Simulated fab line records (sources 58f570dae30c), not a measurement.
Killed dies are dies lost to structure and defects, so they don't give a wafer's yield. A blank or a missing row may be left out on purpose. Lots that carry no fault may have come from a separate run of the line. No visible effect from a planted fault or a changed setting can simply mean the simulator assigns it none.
The tool behind it: which one?	flow berkeley-cmos170	14 lots with 42 wafers sampled at 5 steps, on a route of 331 steps

== WHAT THE GAUGES READ, wafer by wafer ==
UCB170_NWELL_THK_MEAS_02.
lot	measured	on	NWELL_OXIDE_THK (nm)
L817	day 2 03:25	film-metro-01	26.6 26.6 27.0
L821	day 3 05:04	film-metro-02	25.1 25.3 25.9
L824	day 3 14:00	film-metro-01	26.1 26.8 26.3
L823	day 3 14:01	film-metro-04	26.6 26.7 26.7
L825	day 4 05:49	film-metro-02	26.5 26.4 26.0
L827	day 4 15:14	film-metro-01	26.2 26.2 25.9
L828	day 4 15:17	film-metro-04	26.2 25.9 26.2
L830	day 5 02:52	film-metro-02	25.9 26.6 25.9
L829	day 5 02:52	film-metro-04	26.4 26.9 26.7
L832	day 5 13:44	film-metro-04	25.8 25.7 25.7
L834	day 5 22:09	film-metro-01	27.1 27.5 27.0
L836	day 6 06:45	film-metro-04	25.9 25.8 26.0
L837	day 6 06:46	film-metro-02	24.9 25.0 25.3
L838	day 6 15:48	film-metro-02	27.0 27.0 26.6

UCB170_PLDD_TW_MEAS_11.
lot	measured	on	PLDD_TW
L817	day 7 09:10	film-metro-03	1013 1007 1008
L821	day 7 21:57	film-metro-01	998 999 1002
L824	day 8 13:56	film-metro-04	1039 1033 1032
L823	day 8 13:42	film-metro-01	997 998 999
L825	day 9 00:22	film-metro-01	1398 1396 1389
L827	day 8 23:59	film-metro-04	1023 1027 1027
L828	day 8 23:46	film-metro-03	1010 1017 1016
L830	day 9 13:45	film-metro-01	994 993 1002
L829	day 9 13:13	film-metro-04	1436 1432 1443
L832	day 9 13:56	film-metro-03	1019 1013 1017
L834	day 10 09:21	film-metro-03	1018 1011 1013
L836	day 10 20:19	film-metro-04	1041 1036 1029
L837	day 10 20:37	film-metro-03	1018 1012 1018
L838	day 11 01:40	film-metro-04	1035 1031 1031

UCB170_SDANNEAL_RS_MEAS_04: measures by four-point-probe.
lot	measured	on	PLDD_RS (ohm/sq)
L817	day 7 22:05	film-metro-03	1031.3 1027.1 1031.9
L821	day 8 11:14	film-metro-01	1034.4 1033.1 1028.5
L824	day 9 05:10	film-metro-04	1030.4 1031.0 1031.2
L823	day 9 05:13	film-metro-01	1032.3 1032.1 1034.1
L825	day 9 20:12	film-metro-04	461.9 461.9 461.0
L827	day 9 19:57	film-metro-03	1033.4 1033.5 1033.1
L828	day 9 19:59	film-metro-01	1034.0 1033.9 1037.6
L830	day 10 06:03	film-metro-03	1030.7 1031.1 1029.5
L829	day 10 05:37	film-metro-04	461.4 462.2 462.4
L832	day 10 05:49	film-metro-01	1033.2 1035.8 1037.6
L834	day 11 02:31	film-metro-03	1031.3 1033.7 1031.3
L836	day 11 12:44	film-metro-01	1033.9 1032.6 1037.4
L837	day 11 15:40	film-metro-04	1034.8 1034.9 1033.6
L838	day 11 16:09	film-metro-03	1033.2 1035.9 1032.9

== TOOL THAT RAN EACH LOT (tool first, then ch and the chambers of the sampled wafers, then the start) ==
lot	UCB170_PWELL_STRIP_16	UCB170_PLDD_IMPLANT_08
L817	plasma-asher-01 ch 0,1, day 3 07:38	implanter-04 ch 0, day 7 08:47
L821	plasma-asher-02 ch 0,1, day 4 05:55	implanter-02 ch 0, day 7 21:34
L824	plasma-asher-01 ch 0,1, day 5 05:26	implanter-02 ch 0, day 8 13:32
L823	plasma-asher-01 ch 0,1, day 5 05:14	implanter-04 ch 0, day 8 13:20
L825	plasma-asher-04 ch 0, day 5 16:41	implanter-02 ch 0, day 8 23:59
L827	plasma-asher-04 ch 0,1, day 5 20:47	implanter-02 ch 0, day 8 23:35
L828	plasma-asher-04 ch 0,1, day 5 20:03	implanter-01 ch 0, day 8 23:24
L830	plasma-asher-02 ch 0,1, day 6 08:37	implanter-04 ch 0, day 9 13:22
L829	plasma-asher-04 ch 0,1, day 6 08:56	implanter-02 ch 0, day 9 12:50
L832	plasma-asher-02 ch 0,1, day 6 14:43	implanter-01 ch 0, day 9 13:32
L834	plasma-asher-01 ch 0,1, day 6 21:59	implanter-04 ch 0, day 10 08:59
L836	plasma-asher-04 ch 0,1, day 7 06:22	implanter-01 ch 0, day 10 19:56
L837	plasma-asher-01 ch 0,1, day 7 06:08	implanter-01 ch 0, day 10 20:15
L838	plasma-asher-04 ch 0,1, day 7 18:31	implanter-04 ch 0, day 11 01:14
- UCB170_PWELL_STRIP_16: strips in O2.
- UCB170_PLDD_IMPLANT_08

== AS READ BY THE TOOLS THEMSELVES (means over the sampled wafers that have a number; for cases with no such wafer, the mark the record gives instead) ==
UCB170_PWELL_STRIP_16.
lot	tool	drypump-motor-current-A (A)	oes-product-au (a.u.)	strip-time-to-endpoint-s (s)
L817	plasma-asher-01	5.48	0.720	18.09
L821	plasma-asher-02	5.44	0.725	17.97
L824	plasma-asher-01	5.47	0.720	18.14
L823	plasma-asher-01	5.47	0.721	17.97
L825	plasma-asher-04	5.34	0.723	18.10
L827	plasma-asher-04	5.24	0.720	18.07
L828	plasma-asher-04	5.22	0.726	18.13
L830	plasma-asher-02	5.46	0.721	18.06
L829	plasma-asher-04	5.22	0.721	18.19
L832	plasma-asher-02	5.45	0.722	18.16
L834	plasma-asher-01	5.71	0.724	18.11
L836	plasma-asher-04	5.10	0.721	18.06
L837	plasma-asher-01	5.69	0.721	18.14
L838	plasma-asher-04	5.11	0.715	18.14

UCB170_PLDD_IMPLANT_08.
lot	tool	beam-on-s (s)	dose-ions-cm2	faraday-current-uA
L817	implanter-04	10.02	5e+13	158.3
L821	implanter-02	9.95	5e+13	159.2
L824	implanter-02	9.99	5e+13	158.7
L823	implanter-04	10.12	5e+13	157.0
L825	implanter-02	37.69	2e+14	210.8
L827	implanter-02	10.06	5e+13	157.8
L828	implanter-01	9.93	5e+13	159.3
L830	implanter-04	10.02	5e+13	158.2
L829	implanter-02	37.85	2e+14	210.0
L832	implanter-01	10.11	5e+13	156.6
L834	implanter-04	9.91	5e+13	159.7
L836	implanter-01	9.99	5e+13	158.4
L837	implanter-01	10.08	5e+13	157.3
L838	implanter-04	9.90	5e+13	159.9

== THE ANSWER, worked out from the rows above alone ==
Rule: the usual values come from the lots themselves. The widest of any qualifying gaps counts: lots, ordered by their means at a reading, are off when they make up no more than a third of the lots, leave a main group of 4 or more, and stand apart from it by 3 or more times the standard deviation of that group's means. If all means in a main group match to the digits the tables above print for the reading, that group is not used. Also off: a lot with no number at a reading for which 4 or more lots have one. Where the step has rows for the other lots, those lots are counted as sound. After the gauges, taken in route order, come the tools' own readings; for these a lot's mean is taken, as printed above. At the first step where some lot is off, the reading lying furthest off is the one used; lots without a number count as furthest.
Off: L825, L829, seen at UCB170_PLDD_TW_MEAS_11 (PLDD_TW). Main group: mean 1016, sd 13.
A tool fits if, at a process step before that reading, it ran every lot that is off, and no sound lot after the first of them. Not tried: the gauges at UCB170_PLDD_TW_MEAS_11; whatever is off there is also off at UCB170_PLDD_IMPLANT_08, on other tools, and gauge error can't account for it. One fits: UCB170_PLDD_IMPLANT_08 on implanter-02. Its last sound lot is L827 (day 8 23:35), its first lot that is off L825 (day 8 23:59): a fault that began between those two fits.
The tool's own readings at UCB170_PLDD_IMPLANT_08 bear it out: on the lots that are off they differ by more than 5 times the standard deviation of the sound lots' means. beam-on-s reads 37.77 s there against 10.01 s on the sound lots; dose-ions-cm2 reads 2e+14 there against 5e+13 on the sound lots; faraday-current-uA reads 210.4 there against 158.4 on the sound lots.

== WHAT THE SIMULATOR PUT IN ==
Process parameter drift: implanter-02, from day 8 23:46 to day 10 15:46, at UCB170_PLDD_IMPLANT_08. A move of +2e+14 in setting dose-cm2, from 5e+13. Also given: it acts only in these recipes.
Struck lots among those shown: L825, L829. The rule above found the same.
